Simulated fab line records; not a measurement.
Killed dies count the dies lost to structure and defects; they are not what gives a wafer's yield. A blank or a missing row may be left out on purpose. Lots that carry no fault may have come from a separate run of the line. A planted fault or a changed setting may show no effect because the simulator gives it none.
Which tool did it? || flow rit_cmos || 14 lots, 42 wafers sampled, at 4 steps of a route of 202

WHAT THE GAUGES SHOWED, per wafer
RIT_FOX2_THK_MEAS_01.
{"lot": "L521", "measured": "day 1 19:52", "on": "film_metro-03", "FOX2_OXIDE_THK (nm)": "343 345 351"}
{"lot": "L523", "measured": "day 2 05:34", "on": "film_metro-01", "FOX2_OXIDE_THK (nm)": "351 360 360"}
{"lot": "L524", "measured": "day 2 16:02", "on": "film_metro-01", "FOX2_OXIDE_THK (nm)": "339 341 340"}
{"lot": "L526", "measured": "day 2 21:02", "on": "film_metro-03", "FOX2_OXIDE_THK (nm)": "335 333 337"}
{"lot": "L527", "measured": "day 3 06:29", "on": "film_metro-01", "FOX2_OXIDE_THK (nm)": "348 342 349"}
{"lot": "L530", "measured": "day 3 21:04", "on": "film_metro-03", "FOX2_OXIDE_THK (nm)": "352 337 344"}
{"lot": "L531", "measured": "day 4 01:04", "on": "film_metro-03", "FOX2_OXIDE_THK (nm)": "517 513 521"}
{"lot": "L534", "measured": "day 4 14:23", "on": "film_metro-04", "FOX2_OXIDE_THK (nm)": "355 349 356"}
{"lot": "L536", "measured": "day 5 03:52", "on": "film_metro-01", "FOX2_OXIDE_THK (nm)": "521 521 524"}
{"lot": "L538", "measured": "day 5 11:49", "on": "film_metro-01", "FOX2_OXIDE_THK (nm)": "355 356 355"}
{"lot": "L541", "measured": "day 6 06:29", "on": "film_metro-01", "FOX2_OXIDE_THK (nm)": "351 355 344"}
{"lot": "L542", "measured": "day 6 12:09", "on": "film_metro-01", "FOX2_OXIDE_THK (nm)": "355 354 350"}
{"lot": "L543", "measured": "day 6 16:57", "on": "film_metro-04", "FOX2_OXIDE_THK (nm)": "352 360 351"}
{"lot": "L544", "measured": "day 7 01:23", "on": "film_metro-04", "FOX2_OXIDE_THK (nm)": "357 357 348"}

RIT_FOX2_THK_MEAS_90.
{"lot": "L521", "measured": "day 1 20:45", "on": "film_metro-01", "FIELD_OXIDE_LEFT_1_THK (nm)": "315 318 324"}
{"lot": "L523", "measured": "day 2 06:27", "on": "film_metro-01", "FIELD_OXIDE_LEFT_1_THK (nm)": "324 333 332"}
{"lot": "L524", "measured": "day 2 16:55", "on": "film_metro-03", "FIELD_OXIDE_LEFT_1_THK (nm)": "312 314 313"}
{"lot": "L526", "measured": "day 2 21:55", "on": "film_metro-04", "FIELD_OXIDE_LEFT_1_THK (nm)": "307 305 309"}
{"lot": "L527", "measured": "day 3 07:26", "on": "film_metro-04", "FIELD_OXIDE_LEFT_1_THK (nm)": "321 315 321"}
{"lot": "L530", "measured": "day 3 21:56", "on": "film_metro-01", "FIELD_OXIDE_LEFT_1_THK (nm)": "325 310 316"}
{"lot": "L531", "measured": "day 4 02:24", "on": "film_metro-03", "FIELD_OXIDE_LEFT_1_THK (nm)": "490 485 494"}
{"lot": "L534", "measured": "day 4 15:16", "on": "film_metro-01", "FIELD_OXIDE_LEFT_1_THK (nm)": "328 322 328"}
{"lot": "L536", "measured": "day 5 04:44", "on": "film_metro-03", "FIELD_OXIDE_LEFT_1_THK (nm)": "494 494 497"}
{"lot": "L538", "measured": "day 5 12:41", "on": "film_metro-03", "FIELD_OXIDE_LEFT_1_THK (nm)": "328 329 328"}
{"lot": "L541", "measured": "day 6 07:22", "on": "film_metro-03", "FIELD_OXIDE_LEFT_1_THK (nm)": "324 328 316"}
{"lot": "L542", "measured": "day 6 13:01", "on": "film_metro-01", "FIELD_OXIDE_LEFT_1_THK (nm)": "328 326 323"}
{"lot": "L543", "measured": "day 6 17:53", "on": "film_metro-03", "FIELD_OXIDE_LEFT_1_THK (nm)": "325 332 324"}
{"lot": "L544", "measured": "day 7 02:20", "on": "film_metro-03", "FIELD_OXIDE_LEFT_1_THK (nm)": "329 330 320"}

RIT_FOX2_THK_MEAS_91.
{"lot": "L521", "measured": "day 2 09:49", "on": "film_metro-04", "FIELD_OXIDE_LEFT_2_THK (nm)": "247 249 255"}
{"lot": "L523", "measured": "day 2 19:37", "on": "film_metro-01", "FIELD_OXIDE_LEFT_2_THK (nm)": "256 264 264"}
{"lot": "L524", "measured": "day 3 05:34", "on": "film_metro-03", "FIELD_OXIDE_LEFT_2_THK (nm)": "243 245 244"}
{"lot": "L526", "measured": "day 3 12:01", "on": "film_metro-01", "FIELD_OXIDE_LEFT_2_THK (nm)": "239 237 241"}
{"lot": "L527", "measured": "day 3 20:12", "on": "film_metro-01", "FIELD_OXIDE_LEFT_2_THK (nm)": "254 248 255"}
{"lot": "L530", "measured": "day 4 10:19", "on": "film_metro-04", "FIELD_OXIDE_LEFT_2_THK (nm)": "257 243 249"}
{"lot": "L531", "measured": "day 4 16:04", "on": "film_metro-03", "FIELD_OXIDE_LEFT_2_THK (nm)": "422 418 427"}
{"lot": "L534", "measured": "day 5 05:37", "on": "film_metro-01", "FIELD_OXIDE_LEFT_2_THK (nm)": "258 253 258"}
{"lot": "L536", "measured": "day 5 18:43", "on": "film_metro-03", "FIELD_OXIDE_LEFT_2_THK (nm)": "426 427 430"}
{"lot": "L538", "measured": "day 6 03:14", "on": "film_metro-04", "FIELD_OXIDE_LEFT_2_THK (nm)": "260 261 261"}
{"lot": "L541", "measured": "day 6 23:38", "on": "film_metro-03", "FIELD_OXIDE_LEFT_2_THK (nm)": "256 260 249"}
{"lot": "L542", "measured": "day 7 04:43", "on": "film_metro-03", "FIELD_OXIDE_LEFT_2_THK (nm)": "259 258 255"}
{"lot": "L543", "measured": "day 7 11:09", "on": "film_metro-04", "FIELD_OXIDE_LEFT_2_THK (nm)": "258 265 257"}
{"lot": "L544", "measured": "day 7 16:20", "on": "film_metro-04", "FIELD_OXIDE_LEFT_2_THK (nm)": "262 262 253"}

WHAT TOOL EACH LOT RAN ON (gives the tool, then ch and the chambers of the sampled wafers, and finally the start)
{"lot": "L521", "RIT_FOX2_OXIDATION_00": "furnace-03 ch 0, day 1 18:32"}
{"lot": "L523", "RIT_FOX2_OXIDATION_00": "furnace-01 ch 0, day 2 04:14"}
{"lot": "L524", "RIT_FOX2_OXIDATION_00": "furnace-04 ch 0, day 2 14:43"}
{"lot": "L526", "RIT_FOX2_OXIDATION_00": "furnace-04 ch 0, day 2 19:43"}
{"lot": "L527", "RIT_FOX2_OXIDATION_00": "furnace-03 ch 0, day 3 05:08"}
{"lot": "L530", "RIT_FOX2_OXIDATION_00": "furnace-04 ch 0, day 3 19:45"}
{"lot": "L531", "RIT_FOX2_OXIDATION_00": "furnace-03 ch 0, day 3 22:10"}
{"lot": "L534", "RIT_FOX2_OXIDATION_00": "furnace-04 ch 0, day 4 13:05"}
{"lot": "L536", "RIT_FOX2_OXIDATION_00": "furnace-03 ch 0, day 4 23:55"}
{"lot": "L538", "RIT_FOX2_OXIDATION_00": "furnace-01 ch 0, day 5 10:29"}
{"lot": "L541", "RIT_FOX2_OXIDATION_00": "furnace-01 ch 0, day 6 05:11"}
{"lot": "L542", "RIT_FOX2_OXIDATION_00": "furnace-01 ch 0, day 6 10:49"}
{"lot": "L543", "RIT_FOX2_OXIDATION_00": "furnace-01 ch 0, day 6 15:38"}
{"lot": "L544", "RIT_FOX2_OXIDATION_00": "furnace-01 ch 0, day 7 00:04"}
- RIT_FOX2_OXIDATION_00: target thk 350.7 nm, ox time 1130 s.

AS READ BY THE TOOLS THEMSELVES (means over the sampled wafers that have a number; for cases with no such wafer, the mark the record gives instead)
RIT_FOX2_OXIDATION_00.
{"lot": "L521", "tool": "furnace-03", "ox_temp_c (C)": 1100.0}
{"lot": "L523", "tool": "furnace-01", "ox_temp_c (C)": 1099.8}
{"lot": "L524", "tool": "furnace-04", "ox_temp_c (C)": 1100.8}
{"lot": "L526", "tool": "furnace-04", "ox_temp_c (C)": 1100.2}
{"lot": "L527", "tool": "furnace-03", "ox_temp_c (C)": 1100.2}
{"lot": "L530", "tool": "furnace-04", "ox_temp_c (C)": 1100.1}
{"lot": "L531", "tool": "furnace-03", "ox_temp_c (C)": 1100.1}
{"lot": "L534", "tool": "furnace-04", "ox_temp_c (C)": 1099.9}
{"lot": "L536", "tool": "furnace-03", "ox_temp_c (C)": 1100.0}
{"lot": "L538", "tool": "furnace-01", "ox_temp_c (C)": 1100.4}
{"lot": "L541", "tool": "furnace-01", "ox_temp_c (C)": 1100.0}
{"lot": "L542", "tool": "furnace-01", "ox_temp_c (C)": 1100.2}
{"lot": "L543", "tool": "furnace-01", "ox_temp_c (C)": 1100.4}
{"lot": "L544", "tool": "furnace-01", "ox_temp_c (C)": 1099.7}

THE ANSWER, worked out from the rows above alone
Rule: the lots themselves supply what counts as usual. Put in order of their means at a reading, lots are off if they are a third of the lots or fewer, leave a main group of 4 or more, and stand apart from it by a gap of 3 or more times the standard deviation of the main group's means; of several such gaps the widest counts. A main group is skipped when, at the precision printed for the reading in the tables above, its means are all equal. Also off: a lot with no number at a reading for which 4 or more lots have one. Any other lot the step has rows for is counted as sound. After the gauges, taken in route order, come the tools' own readings; for these a lot's mean is taken, as printed above. At the first step where some lot is off, the reading lying furthest off is the one used; lots without a number count as furthest.
Off: L531, L536, at RIT_FOX2_THK_MEAS_01 (FOX2_OXIDE_THK). Mean 349 nm and standard deviation 6.5 in the main group.
If a tool, at a process step before that reading, ran all the lots that are off and no sound lot after the first of them, it fits. Those tools and the gauges at RIT_FOX2_THK_MEAS_01 are tried in the same way. One candidate fits, namely furnace-03 at RIT_FOX2_OXIDATION_00. Its last sound lot is L527 (day 3 05:08), its first lot that is off L531 (day 3 22:10): a fault that began between those two fits.

WHAT THE SIMULATOR HAD PUT IN
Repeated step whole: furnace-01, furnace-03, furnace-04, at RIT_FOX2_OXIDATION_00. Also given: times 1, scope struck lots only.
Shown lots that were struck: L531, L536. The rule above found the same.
